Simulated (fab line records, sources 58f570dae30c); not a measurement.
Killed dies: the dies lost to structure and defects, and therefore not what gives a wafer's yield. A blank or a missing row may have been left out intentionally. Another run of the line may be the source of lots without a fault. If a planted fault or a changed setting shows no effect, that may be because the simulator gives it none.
What tool caused it? ; flow berkeley-cmos170 ; at 1 step of a route of 331, 7 lots with 21 wafers sampled

WHAT THE GAUGES SHOWED, per wafer
UCB170_SCREENOX_THK_MEAS_02.
lot;measured;on;SCREENOX_OXIDE_THK (nm)
L105;day 6 05:24;film-metro-03;14.26 14.43 14.28
L108;day 7 04:28;film-metro-03;14.84 14.55 14.52
L111;day 7 11:53;film-metro-02;14.39 14.33 14.39
L116;day 8 10:08;film-metro-04;14.46 14.58 14.57
L120;day 8 10:09;film-metro-02;14.82 14.80 14.77
L123;day 9 08:41;film-metro-04;14.43 14.60 14.59
L127;day 10 05:55;film-metro-03;14.39 14.25 14.14

EACH LOT AND THE TOOL THAT RAN IT (in order: tool; ch and the chambers of the sampled wafers; start)
There is no process step in the record ahead of these readings.

THE ANSWER, worked out from the rows above alone
Rule: the usual values come from the lots themselves. Put in order of their means at a reading, lots are off if they are a third of the lots or fewer, leave a main group of 4 or more, and stand apart from it by a gap of 3 or more times the standard deviation of the main group's means; of several such gaps the widest counts. Not used: any main group whose means are identical at the precision the tables above print for the reading. Also off: a lot with no number at a reading for which 4 or more lots have one. Where the step has rows for the other lots, those lots are counted as sound.
No lot is off at any reading shown: from this, nothing can be told.

WHAT THE SIMULATOR HAD INSERTED
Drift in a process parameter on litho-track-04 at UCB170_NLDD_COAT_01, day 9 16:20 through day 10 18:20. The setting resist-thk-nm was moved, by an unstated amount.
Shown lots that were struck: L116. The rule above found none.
